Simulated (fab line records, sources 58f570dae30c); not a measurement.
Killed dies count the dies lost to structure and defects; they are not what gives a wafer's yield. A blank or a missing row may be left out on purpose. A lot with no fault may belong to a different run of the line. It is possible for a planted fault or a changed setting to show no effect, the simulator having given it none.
Which tool did it? | flow berkeley-cmos170 | 33 wafers from 11 lots sampled at 4 of the route's 331 steps

== WHAT EACH GAUGE READ, for each wafer ==
UCB170_V2_THK_MEAS_04.
lot  | measured     | on            | V2_POLISHED_THK (nm)
L189 | day 8 14:47  | film-metro-04 | 1001.4 1001.0 1001.7
L188 | day 8 15:02  | film-metro-02 | 998.1 999.8 1000.7
L190 | day 9 01:48  | film-metro-02 | 998.1 999.0 999.6
L191 | day 9 03:50  | film-metro-04 | 998.2 1001.1 1001.0
L192 | day 9 13:14  | film-metro-04 | 1000.7 999.9 1001.6
L201 | day 11 12:49 | film-metro-02 | 924.8 925.0 922.7
L205 | day 12 05:29 | film-metro-04 | 998.6 1000.0 997.9
L204 | day 12 08:00 | film-metro-04 | 922.7 925.6 922.6
L206 | day 12 09:49 | film-metro-04 | 999.9 1003.5 999.4
L207 | day 13 00:16 | film-metro-04 | 1002.0 1000.7 1000.3
L210 | day 13 09:34 | film-metro-04 | 1000.4 1000.1 1000.4

== WHICH TOOL RAN EACH LOT (tool, then ch and the chambers of the sampled wafers, then the start) ==
lot  | UCB170_M2_ETCH_17                  | UCB170_V2_CVD_00                | UCB170_V2_CMP_02
L189 | rie-diel-03 ch 0,1,2, day 8 13:41  | pecvd-04 ch 0,1,2, day 8 14:08  | cmp-01 ch 1,2,3, day 8 14:25
L188 | rie-diel-04 ch 0,1,2, day 8 13:56  | pecvd-02 ch 0,1,2, day 8 14:23  | cmp-02 ch 1,2,3, day 8 14:42
L190 | rie-diel-02 ch 0,1,2, day 9 00:31  | pecvd-04 ch 0,2, day 9 01:10    | cmp-01 ch 1,2,3, day 9 01:26
L191 | rie-diel-04 ch 1,2,3, day 9 02:44  | pecvd-02 ch 1,2, day 9 03:11    | cmp-02 ch 0,2,3, day 9 03:30
L192 | rie-diel-03 ch 0,1,3, day 9 12:09  | pecvd-02 ch 0,1,2, day 9 12:36  | cmp-01 ch 1,2, day 9 12:49
L201 | rie-diel-03 ch 0,2,3, day 11 11:44 | pecvd-02 ch 1,2, day 11 12:10   | cmp-02 ch 0,1,3, day 11 12:26
L205 | rie-diel-04 ch 0,2,3, day 12 04:23 | pecvd-04 ch 0,2, day 12 04:50   | cmp-01 ch 1,3, day 12 05:03
L204 | rie-diel-03 ch 1,3, day 12 06:54   | pecvd-02 ch 0,1,2, day 12 07:21 | cmp-02 ch 0,1,3, day 12 07:37
L206 | rie-diel-02 ch 0,1,3, day 12 08:44 | pecvd-03 ch 0,1, day 12 09:11   | cmp-01 ch 0,1,2, day 12 09:29
L207 | rie-diel-03 ch 0,1,3, day 12 23:10 | pecvd-04 ch 0,2, day 12 23:37   | cmp-01 ch 0,2,3, day 12 23:50
L210 | rie-diel-02 ch 0,2,3, day 13 08:28 | pecvd-02 ch 0,1, day 13 08:55   | cmp-01 ch 0,2,3, day 13 09:08
- UCB170_M2_ETCH_17: etches BARC in N2/H2.
- UCB170_V2_CVD_00: deposits SiO2 from TEOS/O2, target thk 2000 nm, time 250 s.
- UCB170_V2_CMP_02: polishes SiO2.

== THE ANSWER, worked out from the rows above alone ==
Rule: what is usual is taken from the lots themselves. The widest of any qualifying gaps counts: lots, ordered by their means at a reading, are off when they make up no more than a third of the lots, leave a main group of 4 or more, and stand apart from it by 3 or more times the standard deviation of that group's means. Not used: any main group whose means are identical at the precision the tables above print for the reading. A lot without any number at a reading at which 4 lots or more have one is off too. All remaining lots with rows at the step are treated as sound.
Off: L201, L204, seen at UCB170_V2_THK_MEAS_04 (V2_POLISHED_THK). Main group: mean 1000.2 nm, sd 0.87.
If a tool, at a process step before that reading, ran all the lots that are off and no sound lot after the first of them, it fits. The gauges at UCB170_V2_THK_MEAS_04 are tried like those tools. One fits: cmp-02 at UCB170_V2_CMP_02. A fault onset in the window from L191 (day 9 03:30, its last sound lot) to L201 (day 11 12:26, its first lot off) fits.

== WHAT WAS PUT IN BY THE SIMULATOR ==
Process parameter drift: cmp-02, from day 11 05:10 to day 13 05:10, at UCB170_V2_CMP_02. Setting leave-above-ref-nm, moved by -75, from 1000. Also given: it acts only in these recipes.
Lots struck among those shown: L201, L204. This agrees with what the rule above found.
